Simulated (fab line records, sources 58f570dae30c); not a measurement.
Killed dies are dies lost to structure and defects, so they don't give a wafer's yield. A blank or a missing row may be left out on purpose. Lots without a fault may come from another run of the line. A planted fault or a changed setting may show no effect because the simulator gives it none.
One fault seen from 2 desks | flow berkeley_cmos170 | each desk has only its own numbers; what lay behind them comes last

THE METROLOGY DESK
What the gauges read, lot by lot, whatever tool the lot ran on: means of the sampled wafers that have a number. A lot is out of limits, marked OUT, if its mean lies more than 4 standard deviations from the usual mean; the brackets give that distance.
Columns: A = NVT_TW at UCB170_NVT_TW_MEAS_09, usual 526.9; B = NLDD_OVL at UCB170_NLDD_OVL_MEAS_07, usual -2 nm; C = NLDD_TW at UCB170_NLDD_TW_MEAS_11, usual 2208
lot  | first seen here | A     | B             | C
L115 | day 5 19:50     | 527.6 | -1            | 2193
L113 | day 5 20:02     | 531.2 | -8            | 2202
L112 | day 5 20:14     | 525.1 | -1            | 2217
L114 | day 5 20:22     | 529.0 | -1            | 2200
L116 | day 6 09:12     | 524.9 | -11           | 2213
L117 | day 6 18:19     | 525.4 | -3            | 2216
L119 | day 7 03:29     | 525.4 | 182 (+31) OUT | -
L121 | day 7 15:44     | 524.8 | 176 (+30) OUT | 2189
L123 | day 8 03:34     | 527.8 | -9            | 2234
L126 | day 8 11:12     | 528.6 | 176 (+30) OUT | 2188
L127 | day 8 16:03     | 528.4 | -4            | 2188
L128 | day 8 16:19     | 526.7 | -2            | 2235
L132 | day 9 20:35     | 525.1 | 2             | 2197
L134 | day 10 02:18    | 524.0 | -1            | 2200
L135 | day 10 10:11    | 527.6 | -12           | 2217
This desk's finding: out of limits on L119, L121, L126; first on L119, day 7 18:21 (NLDD_OVL at UCB170_NLDD_OVL_MEAS_07). In limits: L115, L113, L112, L114, L116, L117, L123, L127, L128, L132, L134, L135.

THE TOOL OWNER'S DESK: krf_scanner-01
The tool's own readings at UCB170_NLDD_EXPOSE_03 (exposes mask NSELECT, target cd 1200 nm): means of the sampled wafers that have a number, for each lot that ran on this tool. A lot is out of limits, marked OUT, if its mean lies more than 4 standard deviations from the usual mean; the brackets give that distance.
Columns: A = exposure_dose_mJ_cm2 at UCB170_NLDD_EXPOSE_03, usual 29.980
lot  | first seen here | A
L115 | day 6 09:57     | 29.980
L114 | day 6 15:55     | 29.955
L119 | day 7 17:22     | 29.978
L121 | day 8 07:13     | 29.974
L126 | day 9 09:28     | 29.982
This desk's finding: nothing out of limits on any of the 5 lots.

PUT TOGETHER
The metrology desk could have raised an alarm at day 7 18:21, on L119, L121, L126.
The tool owner's desk saw nothing out of limits.
The tool owner's desk has L119, L121, L126 on record, within its limits.
Of the lots named, all ran UCB170_NLDD_EXPOSE_03 on krf_scanner-01.

WHAT THE SIMULATOR HAD PUT IN
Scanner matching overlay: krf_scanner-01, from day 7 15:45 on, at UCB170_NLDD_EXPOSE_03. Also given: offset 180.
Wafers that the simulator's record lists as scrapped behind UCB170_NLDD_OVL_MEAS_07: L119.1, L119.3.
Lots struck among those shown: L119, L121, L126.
Hours from the fault's start to each desk's first reading out of limits: the metrology desk, 3.
